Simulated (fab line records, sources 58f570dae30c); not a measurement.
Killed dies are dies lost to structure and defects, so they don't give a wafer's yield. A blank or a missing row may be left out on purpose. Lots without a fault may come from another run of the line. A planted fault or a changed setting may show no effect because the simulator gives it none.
A struck lot beside a sound one | flow berkeley_cmos170 | 14 steps out of a route of 331
Sound: wafers L152.3, L152.4, L152.6. Struck: wafers L150.1, L150.2, L150.4. The cause comes at the end.
At each step with rows: each side's tool, then ch and its chambers, then its first start. Under that, the readings that differ: sound wafers | struck wafers | difference of the means | sigmas: that difference in standard deviations of wafers without a fault.
alike: readings whose means differ by less than 2 such deviations, and words and numbers that are the same on both sides. not compared: withheld readings, readings that some wafer has no value for, bounds like >300 that may hide the same value, and numbers for which the record gives no deviation and whose values overlap.
The two part at a step that has a row with sigmas, a row that says differs or no value, or rows on one side only. Numbers that don't overlap but have no deviation are shown without sigmas and don't part them. A reading that every wafer of one side lacks parts them only if that side has two wafers or more.

first, 2 steps without rows for these wafers: UCB170_ZERO_PEB_04; UCB170_ZERO_DEVELOP_05 (develop time 45 s).
UCB170_ZERO_ETCH_06: etches SiO2 in CHF3/CF4/Ar, time 12 s.
  sound on rie_diel-04 ch 1,3, day 5 14:16; struck on rie_diel-03 ch 0,3, day 5 04:47
  alike: CHF3_flow_sccm, chamber_pressure_mTorr, drypump_motor_current_A, oes_product_au, throttle_valve_pct
  not compared: rf_hours_counter_h
UCB170_ZERO_STRIP_07: strips in O2.
  sound on plasma_asher-03 ch 0,1, day 5 14:20; struck on plasma_asher-03 ch 0,1, day 5 04:49
  alike: chamber_pressure_mTorr, drypump_motor_current_A, oes_product_au, strip_time_to_endpoint_s
  not compared: rf_hours_counter_h
then, 2 steps without rows for these wafers: UCB170_NWELL_WET_ETCH_00 (etches SiO2 in dHF, time 200 s); UCB170_NWELL_OXIDATION_01 (target thk 26.4 nm, ox time 1260 s).
UCB170_NWELL_THK_MEAS_02:
  sound on film_metro-02, day 5 16:09; struck on film_metro-01, day 5 08:04
  alike: NWELL_OXIDE_THK
then, 2 steps without rows for these wafers: UCB170_NWELL_ANNEAL_03 (time 900 s); UCB170_NWELL_CVD_04 (deposits Si3N4 from SiH2Cl2/NH3, target thk 224 nm, time 3360 s).
UCB170_NWELL_THK_MEAS_05:
  sound on film_metro-03, day 5 23:56; struck on film_metro-03, day 5 14:14
  alike: NWELL_NITRIDE_THK
then, 2 steps without rows for these wafers: UCB170_NWELL_HMDS_06 (prime time 60 s); UCB170_NWELL_COAT_07 (resist thk 900 nm).
UCB170_NWELL_SOFTBAKE_08: time 60 s.
  sound on litho_track-01 ch 0, day 6 00:43; struck on litho_track-04 ch 0, day 5 14:36
  reading          | sound             | struck            | difference | sigmas
  run_length_s (s) | 89.24 89.50 89.33 | 91.60 91.72 91.78 | +2.34      | +12
  alike: heater_power_total_W
then, 1 step without rows for these wafers: UCB170_NWELL_EXPOSE_09 (exposes mask NWELL, target cd 3000 nm).

WHERE THEY PART
Only at UCB170_NWELL_SOFTBAKE_08, within this record.

WHY: what the simulator had put in
Process parameter drift: litho_track-04, from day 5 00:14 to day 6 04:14, at UCB170_NWELL_SOFTBAKE_08. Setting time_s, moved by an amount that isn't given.
